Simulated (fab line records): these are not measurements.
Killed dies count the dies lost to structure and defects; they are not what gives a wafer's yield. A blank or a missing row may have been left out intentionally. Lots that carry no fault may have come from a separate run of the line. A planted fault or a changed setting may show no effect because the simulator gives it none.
Code-filled problem report in 8D (eight disciplines) form ; flow berkeley cmos170 ; the parts of the form that need people (team, actions taken, sign-off) are left out

## 1. THE PROBLEM
Across 6 wafers from 2 lots, NWELL_NITRIDE_THK at UCB170_NWELL_THK_MEAS_05 averages 250.7 nm, while fault-free wafers read 225.1 nm with a standard deviation of 2.4. That puts it +11 standard deviations away from the usual mean.
Seen first at day 2 23:04 on film metro-04, wafer L468.3. The record holds 39 wafers of 13 lots with a number at this step. By rule, "out" or "out of limits" means more than 4 standard deviations away from the usual mean. The rest of the wafers with a number are treated as sound.

## 2. WHAT IT IS, AND WHAT IT ISN'T
question;is;is not
which readings at this step;NWELL_NITRIDE_THK;-
which lots;L468, L469;L464, L465, L466, L477, L481, L482, L483, L484, L485, L486, L487
which wafers of those lots;all that have a number;-
read on which gauges;film metro-03, film metro-04;film metro-01
when;from day 2 23:04;"up to then (9 sound wafers); but 24 sound wafers of L477, L481, L482, L483, L484, L485, L486, L487 came after"

## 3. THE SUSPECTS, EACH WITH WHAT RULES IT OUT
Counting: a tool at any process step up to the reading remains a suspect when it ran all the lots that are out and ran no sound lot after the first of those.
- ruled out: the gauge at UCB170_NWELL_THK_MEAS_05. Those wafers that are out were read across 2 gauges (film metro-03, film metro-04).
- lpcvd-02 at UCB170_NWELL_CVD_04 (deposits Si3N4 from SiH2Cl2/NH3, target thk 224 nm, time 3360 s): ruled out as a lasting fault. Following L468 (day 2 21:07), the first lot on it that is out, the sound lots L484, L485, L487 were run on it.
Left after counting: nothing in the record.

## 4. THE CAUSE (what the simulator had put in)
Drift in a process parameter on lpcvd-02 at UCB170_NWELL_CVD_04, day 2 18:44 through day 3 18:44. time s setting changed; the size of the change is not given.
It was ruled out by counting, in error; the rule expects a fault to strike all lots run on its tool from its start on, and this fault did not.

## 5. THE CHAIN OF EFFECTS, in route order
Each row: a reading where the mean over the struck wafers with a number is more than 3 standard deviations away from the usual. Only readings for which the record gives a usual standard deviation are gone through. hours: the time from each lot's start at the first step in this table that gives one to its start at this step, as a median over the lots. sigmas: the change in usual standard deviations.
hours;step;reading;usual;on struck wafers;change;sigmas
0;UCB170_NWELL_THK_MEAS_05;NWELL_NITRIDE_THK;225.1 nm;250.7;+25.6;+11
1;UCB170_NWELL_ETCH_13;oes product au;0.939 a.u.;0.995;+0.056;+6.1
Process steps it contains:
- UCB170_NWELL_ETCH_13: etches Si3N4 in CH3F/Ar/O2, stops on SiO2, target depth 246.4 nm, time 154 s.

## 6. HOW IT WOULD HAVE BEEN CAUGHT EARLIER
In this record the first reading out of limits at a measuring or inspecting step was taken at day 2 23:04, 4 hours after the fault began at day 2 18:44.
No tool reading at UCB170_NWELL_CVD_04 that has a usual standard deviation in the record was out on any struck wafer, so an alarm limit of 4 standard deviations on those readings would not have fired.
